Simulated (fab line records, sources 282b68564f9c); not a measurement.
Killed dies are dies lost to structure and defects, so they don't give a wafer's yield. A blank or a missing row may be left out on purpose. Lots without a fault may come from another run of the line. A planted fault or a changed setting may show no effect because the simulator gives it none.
fab line records | flow rit_cmos
record lots=14 wafers=42 last_day=6
route steps=202 shown PWELL@47 M1@202
lots that met no fault: from a run of the same line without faults
start_h: hours from the record's first day to the start of the lot's first wafer shown | wait_h: hours since the lot's step before | " the same as in the row above | L1.1+2: a row that stands for several wafers | - no value, or no start given | * or withheld: withheld | < > ~ a bound
route shown NAME@n: a module of which the file shows steps, and the number in the route of the first | usual: mean/standard deviation of fault-free wafers | same: alike in all rows | chamber/n: place in a boat | sites: the reading at each site | _std_site: their standard deviation | _edge_site: outer sites' mean less inner sites' | radius_mm: how far each site lies from the wafer's centre | mask NAME#n: copy n | behind: the tool/chamber that last shaped the wafer | hold: why the lot was held/for how many hours/how that ended | device: the transistor (n, p or np) that didn't switch | end of line: the same wafers' tests at the end of the route | a step without rows: its recipe alone | killed: dies lost to structure and defects at the first sort, not the wafer's yield | map: a wafer's dies, x killed, . not, _ none there
set.NAME: the setting as run; set.NAME@STEP: as run at that earlier step | model.NAME: the simulator's own value behind a step, which no gauge read
steps of the route over a sample of lots; a table a step, a row a wafer
services: from which hour (start_h, from the record's first day; less than 0 if before it) a tool's chamber was out of use, for how many hours, and why
## steps
# step RIT_PWELL_IMPLANT_08
# recipe species=B energy_kev=170 dose_cm2=7e+13 tilt_deg=7
# usual end_station_pressure_torr=5.19e-06/2.7e-07
# columns lot.wafer tool chamber start_h wait_h end_station_pressure_torr
L793.2 implanter-01 0 24.24 0.2 5.46e-06
L793.4 " 0 " " 4.99e-06
L793.6 " 0 " " 5.77e-06
L794.1 implanter-03 0 27.93 0.2 5.24e-06
L794.3 " 0 " " 5.17e-06
L794.5 " 0 " " 5.1e-06
L798.2 implanter-03 0 48.58 0.2 5.57e-06
L798.3 " 0 " " 5.74e-06
L798.5 " 0 " " 4.75e-06
L800.3 implanter-01 0 57.05 0.2 5.39e-06
L800.4 " 0 " " 5.42e-06
L800.6 " 0 " " 5.16e-06
L801.1 implanter-01 0 62.50 0.2 5.13e-06
L801.2 " 0 " " 5.28e-06
L801.6 " 0 " " 4.72e-06
L802.3 implanter-01 0 67.18 0.2 5.01e-06
L802.4 " 0 " " 5.02e-06
L802.6 " 0 " " 5.2e-06
L803.3 implanter-02 0 72.88 0.2 5.42e-06
L803.4 " 0 " " 5.28e-06
L803.5 " 0 " " 5.84e-06
L805.2 implanter-01 0 83.67 0.2 4.98e-06
L805.5 " 0 " " 5.18e-06
L805.6 " 0 " " 4.98e-06
L806.3 implanter-01 0 89.32 0.2 5.1e-06
L806.4 " 0 " " 5.11e-06
L806.5 " 0 " " 4.92e-06
L807.1 implanter-03 0 96.00 0.2 5.47e-06
L807.3 " 0 " " 5.39e-06
L807.5 " 0 " " 4.92e-06
L807.1 implanter-03 0 96.32 0.3 5.58e-06
L807.3 " 0 " " 5.2e-06
L807.5 " 0 " " 5.31e-06
L808.2 implanter-03 0 97.20 0.2 5.29e-06
L808.3 " 0 " " 5.01e-06
L808.4 " 0 " " 5.18e-06
L808.2 implanter-03 0 97.52 0.3 5.31e-06
L808.3 " 0 " " 4.98e-06
L808.4 " 0 " " 5.18e-06
L809.1 implanter-02 0 102.33 0.2 4.79e-06
L809.3 " 0 " " 4.94e-06
L809.5 " 0 " " 5.1e-06
L810.2 implanter-02 0 108.20 0.2 4.92e-06
L810.3 " 0 " " 5.81e-06
L810.6 " 0 " " 5.11e-06
L812.1 implanter-01 0 117.40 0.2 5.34e-06
L812.5 " 0 " " 5.54e-06
L812.6 " 0 " " 5.65e-06
# step RIT_PWELL_TW_MEAS_10
# usual PWELL_TW=954/12
# columns lot.wafer tool chamber start_h wait_h PWELL_TW
L793.2 film_metro-04 - 24.55 0.1 955
L793.4 " - " " 957
L793.6 " - " " 963
L794.1 film_metro-02 - 28.25 0.1 956
L794.3 " - " " 959
L794.5 " - " " 964
L798.2 film_metro-04 - 48.89 0.1 968
L798.3 " - " " 965
L798.5 " - " " 967
L800.3 film_metro-01 - 57.35 0.1 943
L800.4 " - " " 936
L800.6 " - " " 939
L801.1 film_metro-02 - 62.82 0.1 960
L801.2 " - " " 958
L801.6 " - " " 954
L802.3 film_metro-02 - 67.47 0.1 962
L802.4 " - " " 962
L802.6 " - " " 954
L803.3 film_metro-01 - 73.18 0.1 936
L803.4 " - " " 939
L803.5 " - " " 939
L805.2 film_metro-01 - 83.98 0.1 936
L805.5 " - " " 935
L805.6 " - " " 936
L806.3 film_metro-04 - 89.62 0.1 968
L806.4 " - " " 966
L806.5 " - " " 963
L807.1 film_metro-04 - 96.82 0.1 1209
L807.3 " - " " 1210
L807.5 " - " " 1204
L808.2 film_metro-01 - 97.83 0.1 1174
L808.3 " - " " 1171
L808.4 " - " " 1168
L809.1 film_metro-04 - 102.65 0.1 961
L809.3 " - " " 967
L809.5 " - " " 959
L810.2 film_metro-04 - 108.51 0.1 962
L810.3 " - " " 962
L810.6 " - " " 969
L812.1 film_metro-01 - 117.86 0.1 947
L812.5 " - " " 950
L812.6 " - " " 949
# step RIT_WELLDRIVE_RS_MEAS_02
# recipe thk_meas_gauge=four-point-probe
# usual PWELL_RS=429.1/1.1
# columns lot.wafer tool chamber start_h wait_h PWELL_RS[ohm/sq]
L793.2 film_metro-04 - 29.82 0.1 430.1
L793.4 " - " " 429.4
L793.6 " - " " 428.6
L794.1 film_metro-04 - 33.52 0.1 429.2
L794.3 " - " " 428.8
L794.5 " - " " 429.1
L798.2 film_metro-02 - 54.17 0.1 426.7
L798.3 " - " " 427.2
L798.5 " - " " 427.2
L800.3 film_metro-01 - 62.63 0.1 430.3
L800.4 " - " " 430.0
L800.6 " - " " 430.0
L801.1 film_metro-04 - 68.09 0.1 427.1
L801.2 " - " " 427.8
L801.6 " - " " 428.0
L802.3 film_metro-02 - 72.76 0.1 428.3
L802.4 " - " " 427.9
L802.6 " - " " 427.7
L803.3 film_metro-02 - 78.62 0.1 427.9
L803.4 " - " " 429.2
L803.5 " - " " 429.1
L805.2 film_metro-02 - 89.25 0.1 428.5
L805.5 " - " " 428.6
L805.6 " - " " 427.9
L806.3 film_metro-02 - 94.90 0.1 429.9
L806.4 " - " " 428.8
L806.5 " - " " 429.3
L807.1 film_metro-04 - 102.08 0.1 280.0
L807.3 " - " " 279.1
L807.5 " - " " 280.1
L808.2 film_metro-02 - 103.20 0.2 281.3
L808.3 " - " " 281.4
L808.4 " - " " 281.0
L809.1 film_metro-02 - 107.92 0.1 430.4
L809.3 " - " " 430.0
L809.5 " - " " 430.8
L810.2 film_metro-01 - 113.78 0.1 431.4
L810.3 " - " " 429.5
L810.6 " - " " 431.5
L812.1 film_metro-02 - 123.12 0.1 429.4
L812.5 " - " " 429.6
L812.6 " - " " 427.8
# step RIT_M1_PROBE_99
# usual killed_at_contacts=0.1/0.24 killed_at_front_end=6.8/2.8 killed_dies=6.9/2.8 killed_on_rim=1.8/1.4 killed_open=3.3/1.9 killed_short=3.5/1.8
# same gross_dies=264 killed_at_M0_to_M3=0 killed_at_M4_up=0 killed_at_back_side=0 killed_at_other=0
# columns lot.wafer tool chamber start_h wait_h killed_at_contacts killed_at_front_end killed_dies killed_on_rim killed_open killed_short
L800.3 prober-02 - 91.04 0.2 0 10 10 2 6 4
L800.4 prober-02 - 91.09 0.2 0 7 7 4 0 6
L800.6 prober-02 - 91.19 0.2 0 10 10 3 2 7
L802.3 prober-02 - 105.20 0.2 0 1 1 0 1 0
L802.4 prober-02 - 105.25 0.2 0 7 7 1 4 3
L802.6 prober-02 - 105.35 0.2 1 8 9 1 3 6
L808.2 prober-01 - 135.58 0.1 0 7 7 1 4 3
L808.3 prober-01 - 135.63 0.2 0 12 12 2 5 7
L808.4 prober-01 - 135.68 0.2 0 4 4 0 2 2
# killed by level:class
L800.3 REOX:geometric_particle:open=3 SILICIDE:geometric_particle:short=2 SILICIDE:geometric_particle:open=2 GATE:geometric_particle:open=1 GATE:geometric_particle:short=1 REOX:geometric_particle:short=1
L800.4 REOX:geometric_particle:short=4 FOX2:geometric_particle:short=1 GATE:geometric_particle:short=1 NRETRO:coat_microbubble_printed=1
L800.6 GATE:geometric_particle:short=5 GATE:geometric_particle:open=1 REOX:geometric_particle:open=1 REOX:geometric_particle:short=1 SPACER:geometric_particle:short=1 NRETRO:coat_microbubble_printed=1
L802.3 GATE:geometric_particle:open=1
L802.4 GATE:geometric_particle:open=3 FOX1:geometric_particle:short=1 GATE:geometric_particle:short=1 REOX:geometric_particle:open=1 SILICIDE:geometric_particle:short=1
L802.6 FOX1:geometric_particle:short=2 GATE:geometric_particle:short=2 GATE:geometric_particle:open=1 REOX:geometric_particle:open=1 REOX:geometric_particle:short=1 SPACER:geometric_particle:short=1 CONTACT:geometric_particle:open=1
L808.2 GATE:geometric_particle:open=2 FOX2:geometric_particle:open=1 GATE:geometric_particle:short=1 REOX:geometric_particle:short=1 SPACER:geometric_particle:open=1 SILICIDE:geometric_particle:short=1
L808.3 GATE:geometric_particle:open=3 SPACER:geometric_particle:short=3 SILICIDE:geometric_particle:short=2 FOX1:geometric_particle:open=1 FOX2:geometric_particle:short=1 FOX2:geometric_particle:open=1 REOX:geometric_particle:short=1
L808.4 REOX:geometric_particle:short=1 SPACER:geometric_particle:open=1 SPACER:geometric_particle:short=1 SILICIDE:geometric_particle:open=1
## services
# columns tool chamber start_h hours kind
implanter-03 - 4.27 13.8 pm
implanter-03 - 19.57 8.0 pm
implanter-01 - 46.82 3.3 repair
implanter-01 - 63.66 3.1 pm
implanter-02 - 108.95 2.0 repair
implanter-03 - 112.80 3.0 repair
## key
first_sign step=RIT_PWELL_IMPLANT_08 reading=visit direction=added
effect step=RIT_PWELL_TW_MEAS_10 reading=PWELL_TW direction=up sigmas=19 usual=954 struck=1189
effect step=RIT_WELLDRIVE_RS_MEAS_02 reading=PWELL_RS direction=down sigmas=99+ usual=429.1 struck=280.5
met_at RIT_PWELL_IMPLANT_08
struck_lots L807,L808
tester_left_out L807,L808
fault kind=repeated_step_whole tool=implanter-01,implanter-02,implanter-03 chamber=- onset_h=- steps=RIT_PWELL_IMPLANT_08 times=1 scope=struck_lots_only
# tester_left_out: of these lots the tester's yield and bins aren't shown, on N5 and GAA mostly nor the transistor test; their killed dies are dies lost to structure and defects alone, not to doping, threshold or leakage, so they don't give the yield
